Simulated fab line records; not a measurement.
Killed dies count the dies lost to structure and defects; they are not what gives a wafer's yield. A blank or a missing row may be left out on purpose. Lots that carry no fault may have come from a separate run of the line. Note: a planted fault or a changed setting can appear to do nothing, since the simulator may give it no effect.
fab line records	flow berkeley-cmos170
record lots=14	wafers=42	last-day=11
route steps=331 shown CONTACT@235
lots that met no fault: from a run of the same line without faults
start-h: the number of hours between the record's first day and the start of the first shown wafer of the lot	wait-h: hours from the lot's prior step to this one	" identical to the entry in the row above	L1.1+2: a row that stands for several wafers	- no value, or no start given	* or withheld: withheld	< > ~ a bound
route shown NAME@n: names a module that has steps shown in the file, with the first one's number in the route	usual: average and standard deviation across the fault-free wafers	same: alike in all rows	chamber/n: place in a boat	sites: readings site by site	_std_site: the values' standard deviation	_edge_site: inner sites' mean taken away from outer sites' mean	radius-mm: how far each site lies from the wafer's centre	mask NAME#n: copy n	behind: the tool/chamber that last shaped the wafer	hold: why the lot went on hold/how many hours it stayed there/how the hold came to an end	device: the transistor (n, p or np) that didn't switch	end of line: at the end of the route, the tests of the same wafers	for a step that has no rows: nothing shown but its recipe	killed: the dies lost at the first sort to structure and to defects; this is not the yield of the wafer	map: shows each die of a wafer: x if killed, . if not, _ if none is there
set.NAME: the setting that was run; set.NAME@STEP: the one run at that earlier step	model.NAME: the simulator's own value behind a step, which no gauge read
steps of the route over a sample of lots; a table a step, a row a wafer
services: the hour from which a tool's chamber was out of use, counted from the record's first day as start-h (under 0 if before that day), plus the number of hours and why
## steps
# step UCB170_CONTACT_STRIP_19
# recipe chemistry=O2	power-w=400	pressure-mtorr=3500	platen-temp-c=withheld	o2-flow-sccm=400	overash-fraction=0.5
# usual drypump-motor-current-A=5.9/0.33	oes-product-au=0.725/0.005	overash-fraction=0.5/0
lot.wafer	tool	chamber	start-h	wait-h	drypump-motor-current-A	oes-product-au	overash-fraction	rf-hours-counter-h
L764.1	plasma-asher-03	1	139.47	-	6.3	0.738	0.5	44
L764.2	"	0	"	"	5.7	0.729	0.5	44
L764.5	"	0	"	"	5.6	0.715	0.5	-
L763.1	plasma-asher-03	0	139.83	-	5.6	0.728	0.5	44
L763.4	"	1	"	"	6.4	0.722	0.5	-
L763.5	"	1	"	"	6.4	0.732	0.5	-
L766.2	plasma-asher-03	1	158.80	-	6.4	0.725	0.5	46
L766.3	"	1	"	"	6.4	0.724	0.5	-
L766.5	"	1	"	"	6.4	0.724	0.5	-
L768.1	plasma-asher-01	0	169.56	-	5.5	0.723	0.5	42
L768.3	"	0	"	"	5.5	0.736	0.5	-
L768.4	"	1	"	"	6.3	0.733	0.5	-
L769.1	plasma-asher-02	1	181.01	-	5.8	0.721	0.5	8
L769.4	"	0	"	"	5.8	0.739	0.5	-
L769.6	"	0	"	"	5.8	0.732	0.5	-
L771.2	plasma-asher-01	1	195.38	-	6.3	0.725	0.5	45
L771.3	"	1	"	"	6.3	0.720	0.5	-
L771.5	"	1	"	"	6.3	0.722	0.5	-
L773.2	plasma-asher-03	1	210.65	-	6.3	0.723	0.5	52
L773.3	"	0	"	"	5.6	0.730	0.5	-
L773.6	"	1	"	"	6.3	0.726	0.5	-
L775.2	plasma-asher-01	1	211.65	-	6.3	0.713	0.5	47
L775.3	"	0	"	"	5.5	0.732	0.5	-
L775.6	"	1	"	"	6.3	0.726	0.5	-
L776.1	plasma-asher-02	0	212.37	-	5.8	0.722	0.5	13
L776.4	"	1	"	"	5.8	0.730	0.5	-
L776.6	"	0	"	"	5.8	0.719	0.5	-
L780.1	plasma-asher-03	1	228.35	-	6.4	0.723	0.5	55
L780.2	"	0	"	"	5.6	0.730	0.5	55
L780.4	"	0	"	"	5.6	0.727	0.5	-
L779.1	plasma-asher-03	0	228.69	-	5.6	0.790	0.3	55
L779.2	"	1	"	"	6.3	0.803	0.3	55
L779.5	"	0	"	"	5.6	0.799	0.3	-
L782.4	plasma-asher-03	1	249.39	-	6.4	0.794	0.3	-
L782.5	"	0	"	"	5.6	0.793	0.3	-
L782.6	"	1	"	"	6.4	0.800	0.3	-
L785.1	plasma-asher-01	1	253.07	-	6.3	0.725	0.5	52
L785.2	"	0	"	"	5.5	0.719	0.5	52
L785.4	"	0	"	"	5.5	0.718	0.5	-
L786.1	plasma-asher-01	1	255.72	-	6.3	0.735	0.5	52
L786.3	"	0	"	"	5.5	0.729	0.5	-
L786.6	"	0	"	"	5.5	0.724	0.5	-
## services
tool	chamber	start-h	hours	kind
plasma-asher-02	0	117.81	-	clean
plasma-asher-02	1	117.81	-	clean
plasma-asher-01	-	118.69	29.4	pm
plasma-asher-01	-	148.06	14.6	pm
plasma-asher-01	-	193.15	0.9	repair
plasma-asher-02	-	217.50	15.6	pm
## key
first-sign step=UCB170_CONTACT_STRIP_19	reading=overash-fraction	direction=down	sigmas=99+	usual=0.5	struck=0.3
effect step=UCB170_CONTACT_STRIP_19	reading=oes-product-au	direction=up	sigmas=14	usual=0.725	struck=0.796
met-at UCB170_CONTACT_STRIP_19
struck-lots L779,L782
tester-left-out L779,L782
onset-between 228.35 228.69
fault kind=process-parameter-drift	tool=plasma-asher-03	chamber=-	onset-h=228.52	steps=UCB170_CONTACT_STRIP_19	channel=overash-fraction	offset=-0.2	shape=step	end-h=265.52	acts-in=these-recipes-only	stated=0.5
# tester-left-out: of these lots the tester's yield and bins aren't shown, on N5 and GAA mostly nor the transistor test; their killed dies are dies lost to structure and defects alone, not to doping, threshold or leakage, so they don't give the yield
